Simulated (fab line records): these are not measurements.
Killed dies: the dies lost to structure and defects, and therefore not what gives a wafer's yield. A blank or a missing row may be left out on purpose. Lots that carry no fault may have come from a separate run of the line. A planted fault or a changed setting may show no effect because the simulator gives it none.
fab line records	flow rit_cmos
record: lots: 15	wafers: 45	last_day: 7
route steps=202 shown NWELL@34 PWELL@48 NRETRO@58 PSD@151
lots that met no fault: from a run of the same line without faults
start_h: the number of hours between the record's first day and the start of the first shown wafer of the lot	wait_h: hours elapsed since this lot's preceding step	" as in the row above	L1.1+2: a row that stands for several wafers	- no value, or no start given	* or withheld: withheld	< > ~ a bound
route shown NAME@n: NAME is a module with steps in the file, n the number in the route of the first one	usual: mean/standard deviation taken from wafers without a fault	same: alike in all rows	chamber/n: place in a boat	sites: each site's reading	_std_site: the values' standard deviation	_edge_site: the outer-site mean with the inner-site mean subtracted	radius_mm: how far each site lies from the wafer's centre	mask NAME#n: copy n	behind: tool/chamber where the wafer was last shaped	hold: why the lot was held/for how many hours/how that ended	device: which transistor (n, p or np) failed to switch	end of line: tests of these same wafers at the route's end	a step without rows: its recipe alone	killed: count of dies lost to structure and defects at first sort (not the wafer's yield)	map: the dies of a wafer, with x for killed, . for not killed, _ for no die there
set.NAME: the run value of the setting; set.NAME@STEP: its run value at that earlier step	model.NAME: the simulator's own value behind a step, which no gauge read
the route's steps for a sample of lots (tables are steps, rows are wafers)
services: the hour from which a tool's chamber was out of use, counted from the record's first day as start_h (under 0 if before that day), plus the number of hours and why
== steps ==
step: RIT_NWELL_OVL_MEAS_06
usual: NWELL_OVL: -0.5/1.5
lot.wafer	tool	chamber	start_h	wait_h	NWELL_OVL[nm]
L384.1	overlay-01	-	24.58	-	-1.3
L384.4	"	-	"	"	-0.3
L384.6	"	-	"	"	-0.8
L385.2	overlay-02	-	28.15	-	1.0
L385.3	"	-	"	"	0.2
L385.4	"	-	"	"	1.8
L386.1	overlay-02	-	31.80	-	-3.2
L386.2	"	-	"	"	-3.9
L386.5	"	-	"	"	-3.5
L387.2	overlay-01	-	35.64	-	-1.0
L387.5	"	-	"	"	-1.4
L387.6	"	-	"	"	-2.2
L389.3	overlay-02	-	45.41	-	-0.7
L389.4	"	-	"	"	-1.1
L389.6	"	-	"	"	-1.7
L390.2	overlay-02	-	51.67	-	-2.3
L390.4	"	-	"	"	-1.1
L390.6	"	-	"	"	-0.2
L392.1	overlay-02	-	61.14	-	1.4
L392.5	"	-	"	"	1.1
L392.6	"	-	"	"	-0.1
L395.2	overlay-02	-	75.33	-	-1.8
L395.4	"	-	"	"	-0.4
L395.5	"	-	"	"	-2.1
L397.2	overlay-01	-	85.49	-	0.9
L397.3	"	-	"	"	-1.4
L397.4	"	-	"	"	-0.5
L399.1	overlay-01	-	95.87	-	-0.3
L399.2	"	-	"	"	-1.7
L399.5	"	-	"	"	-0.7
L400.1	overlay-01	-	101.19	-	-2.3
L400.3	"	-	"	"	-1.6
L400.6	"	-	"	"	-0.1
L401.3	overlay-02	-	105.14	-	-0.7
L401.4	"	-	"	"	-1.0
L401.6	"	-	"	"	0.3
L405.2	overlay-02	-	125.33	-	0.5
L405.4	"	-	"	"	1.5
L405.5	"	-	"	"	-0.1
L406.3	overlay-01	-	131.19	-	-0.6
L406.4	"	-	"	"	1.1
L406.5	"	-	"	"	-0.5
L407.2	overlay-01	-	135.26	-	2.1
L407.5	"	-	"	"	2.3
L407.6	"	-	"	"	2.5
step: RIT_PWELL_STRIP_09
recipe: chemistry: O2	time_s: 180	resist: NOVOLAK	platen_temp_c: withheld	power_w: 500	pressure_mtorr: 4000	o2_flow_sccm: 4000
usual: drypump_motor_current_A: 5.7/0.53
lot.wafer	tool	chamber	start_h	wait_h	drypump_motor_current_A	rf_hours_counter_h
L384.1	plasma_asher-03	0	26.69	0.1	5.5	38
L384.4	"	0	"	"	5.5	-
L384.6	"	0	"	"	5.5	-
L385.2	plasma_asher-03	0	30.15	0.1	5.6	39
L385.3	"	1	"	"	6.6	-
L385.4	"	0	"	"	5.6	-
L386.1	plasma_asher-03	0	33.96	0.1	5.5	39
L386.2	"	1	"	"	6.6	39
L386.5	"	1	"	"	6.6	-
L387.2	plasma_asher-04	0	37.74	0.1	6.2	41
L387.5	"	1	"	"	4.7	-
L387.6	"	0	"	"	6.2	-
L389.3	plasma_asher-03	0	47.65	0.1	5.5	-
L389.4	"	1	"	"	6.6	-
L389.6	"	0	"	"	5.5	-
L390.2	plasma_asher-02	0	53.80	0.1	5.9	22
L390.4	"	1	"	"	5.5	-
L390.6	"	1	"	"	5.5	-
L392.1	plasma_asher-02	1	63.25	0.1	5.5	23
L392.5	"	0	"	"	5.9	-
L392.6	"	1	"	"	5.5	-
L395.2	plasma_asher-02	1	77.43	0.1	5.6	25
L395.4	"	1	"	"	5.5	-
L395.5	"	1	"	"	5.5	-
L397.2	plasma_asher-03	0	87.60	0.1	5.6	45
L397.3	"	0	"	"	5.6	-
L397.4	"	1	"	"	6.6	-
L399.1	plasma_asher-02	1	97.85	0.1	5.5	27
L399.2	"	0	"	"	5.9	27
L399.5	"	0	"	"	5.8	-
L400.1	plasma_asher-04	0	103.31	0.1	6.2	48
L400.3	"	1	"	"	4.7	-
L400.6	"	0	"	"	6.2	-
L401.3	plasma_asher-04	0	107.30	0.1	6.2	-
L401.4	"	1	"	"	4.7	-
L401.6	"	1	"	"	4.7	-
L405.2	plasma_asher-02	0	127.31	0.1	5.9	30
L405.4	"	0	"	"	5.9	-
L405.5	"	0	"	"	5.9	-
L406.3	plasma_asher-04	1	133.23	0.1	4.7	-
L406.4	"	0	"	"	6.2	-
L406.5	"	0	"	"	6.2	-
L407.2	plasma_asher-02	1	137.24	0.1	5.5	31
L407.5	"	1	"	"	5.5	-
L407.6	"	0	"	"	5.9	-
step: RIT_NRETRO_DEVELOP_05
recipe: resist: NOVOLAK	develop_time_s: 68	dev_temp_c: 23
usual: chill_plate_temp_C: 23.01/0.1	develop_time_s: 68/0	developer_temp_C: 23.01/0.097
lot.wafer	tool	chamber	start_h	wait_h	chill_plate_temp_C	develop_time_s	developer_temp_C
L384.1	litho_track-01	0	33	-	22.95	68	22.99
L384.4	"	0	"	"	23.15	68	23.04
L384.6	"	0	"	"	22.93	68	23.15
L385.2	litho_track-02	0	38	-	22.97	68	22.96
L385.3	"	0	"	"	22.96	68	23.08
L385.4	"	0	"	"	22.99	68	22.98
L386.1	litho_track-03	0	40	-	22.81	68	23.03
L386.2	"	0	"	"	22.86	68	22.92
L386.5	"	0	"	"	22.88	68	22.92
L387.2	litho_track-01	0	44	-	23.09	68	23.08
L387.5	"	0	"	"	23.14	68	23.12
L387.6	"	0	"	"	22.96	68	23.16
L389.3	litho_track-02	0	55	-	23.08	68	22.94
L389.4	"	0	"	"	22.89	68	22.91
L389.6	"	0	"	"	23.12	68	23.05
L390.2	litho_track-03	0	60	-	23.02	68	23.09
L390.4	"	0	"	"	23.05	68	23.16
L390.6	"	0	"	"	23.07	68	23.08
L392.1	litho_track-01	0	69	-	23.07	68	22.95
L392.5	"	0	"	"	23.09	68	23.12
L392.6	"	0	"	"	23.09	68	22.93
L395.2	litho_track-03	0	83	-	22.89	68	23.07
L395.4	"	0	"	"	23.00	68	22.93
L395.5	"	0	"	"	22.96	68	22.99
L397.2	litho_track-03	0	93	-	23.00	68	23.02
L397.3	"	0	"	"	23.11	68	23.10
L397.4	"	0	"	"	23.16	68	23.02
L399.1	litho_track-02	0	105	-	22.99	68	22.82
L399.2	"	0	"	"	22.94	68	22.90
L399.5	"	0	"	"	22.72	68	22.98
L400.1	litho_track-03	0	109	-	22.99	68	22.92
L400.3	"	0	"	"	22.83	68	23.01
L400.6	"	0	"	"	22.93	68	22.95
L401.3	litho_track-02	0	113	-	23.00	68	23.03
L401.4	"	0	"	"	23.12	68	22.70
L401.6	"	0	"	"	23.02	68	22.98
L405.2	litho_track-02	-	133	-	-	-	-
L405.4	"	-	"	"	-	-	-
L405.5	"	-	"	"	-	-	-
L406.3	litho_track-03	-	139	-	-	-	-
L406.4	"	-	"	"	-	-	-
L406.5	"	-	"	"	-	-	-
L407.2	litho_track-03	-	143	-	-	-	-
L407.5	"	-	"	"	-	-	-
L407.6	"	-	"	"	-	-	-
step: RIT_PSD_STRIP_09
recipe: chemistry: O2	time_s: 180	resist: NOVOLAK	platen_temp_c: withheld	power_w: 500	pressure_mtorr: 4000	o2_flow_sccm: 4000
usual: drypump_motor_current_A: 5.5/0.61
lot.wafer	tool	chamber	start_h	wait_h	drypump_motor_current_A	rf_hours_counter_h
L384.1	plasma_asher-04	1	54.35	0.1	4.7	43
L384.4	"	1	"	"	4.7	-
L384.6	"	0	"	"	6.2	-
L385.2	plasma_asher-03	0	58.39	0.1	5.6	42
L385.3	"	0	"	"	5.6	-
L385.4	"	1	"	"	6.6	-
L386.1	plasma_asher-04	1	59.64	0.1	4.7	43
L386.2	"	0	"	"	6.2	43
L386.5	"	1	"	"	4.7	-
L387.2	plasma_asher-03	1	66.00	0.1	6.6	43
L387.5	"	0	"	"	5.5	-
L387.6	"	1	"	"	6.6	-
L389.3	plasma_asher-04	0	75.90	0.1	6.2	-
L389.4	"	1	"	"	4.7	-
L389.6	"	1	"	"	4.7	-
L390.2	plasma_asher-04	1	79.16	0.1	4.8	45
L390.4	"	0	"	"	6.2	-
L390.6	"	0	"	"	6.2	-
L392.1	plasma_asher-03	0	89.33	0.1	5.6	45
L392.5	"	1	"	"	6.6	-
L392.6	"	0	"	"	5.6	-
L395.2	plasma_asher-01	1	103.59	0.1	5.0	48
L395.4	"	0	"	"	5.4	-
L395.5	"	0	"	"	5.4	-
L397.2	plasma_asher-03	0	114.23	0.1	5.6	48
L397.3	"	0	"	"	5.6	-
L397.4	"	1	"	"	6.6	-
L399.1	plasma_asher-03	1	124.68	0.1	6.6	49
L399.2	"	0	"	"	5.6	49
L399.5	"	1	"	"	6.6	-
L400.1	plasma_asher-01	1	128.49	0.1	5.0	1
L400.3	"	0	"	"	5.4	-
L400.6	"	0	"	"	5.4	-
L401.3	plasma_asher-04	0	136.11	0.1	6.2	-
L401.4	"	1	"	"	4.7	-
L401.6	"	0	"	"	6.2	-
L405.2	plasma_asher-01	1	153.24	0.1	5.0	4
L405.4	"	1	"	"	5.0	-
L405.5	"	0	"	"	5.4	-
L406.3	plasma_asher-03	1	159.12	0.1	6.5	-
L406.4	"	0	"	"	5.6	-
L406.5	"	1	"	"	6.6	-
L407.2	plasma_asher-01	1	163.20	0.1	5.0	5
L407.5	"	0	"	"	5.4	-
L407.6	"	1	"	"	5.1	-
== services ==
tool	chamber	start_h	hours	kind
plasma_asher-02	-	105.11	0.7	repair
plasma_asher-01	-	108.85	9.0	pm
plasma_asher-01	0	108.85	9.0	vent_cycle
plasma_asher-01	1	108.85	9.0	vent_cycle
plasma_asher-01	0	117.85	-	clean
plasma_asher-01	1	117.85	-	clean
plasma_asher-04	-	151.20	3.0	repair
== key ==
first_sign: step: RIT_NRETRO_DEVELOP_05	reading: tool_record	direction: missing
effect none on later readings
met_at RIT_NRETRO_DEVELOP_05
struck_lots L405,L406,L407
sort_left_out L405.2,L405.4,L405.5,L406.3,L406.4,L406.5,L407.2,L407.5,L407.6
tester_left_out L405,L406,L407
not_acting_at RIT_NWELL_OVL_MEAS_06,RIT_PWELL_STRIP_09,RIT_PSD_STRIP_09
onset_between 113 133
fault: kind: skipped_step_whole	tool: litho_track-02,litho_track-03	chamber: -	onset_h: 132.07	steps: RIT_NRETRO_DEVELOP_05	scope: struck_lots_only
tester_left_out: of these lots the tester's yield and bins aren't shown, on N5 and GAA mostly nor the transistor test; their killed dies are dies lost to structure and defects alone, not to doping, threshold or leakage, so they don't give the yield
sort_left_out: the simulated sort isn't trusted on such a fault, so these wafers' sort isn't shown, and their yield isn't known
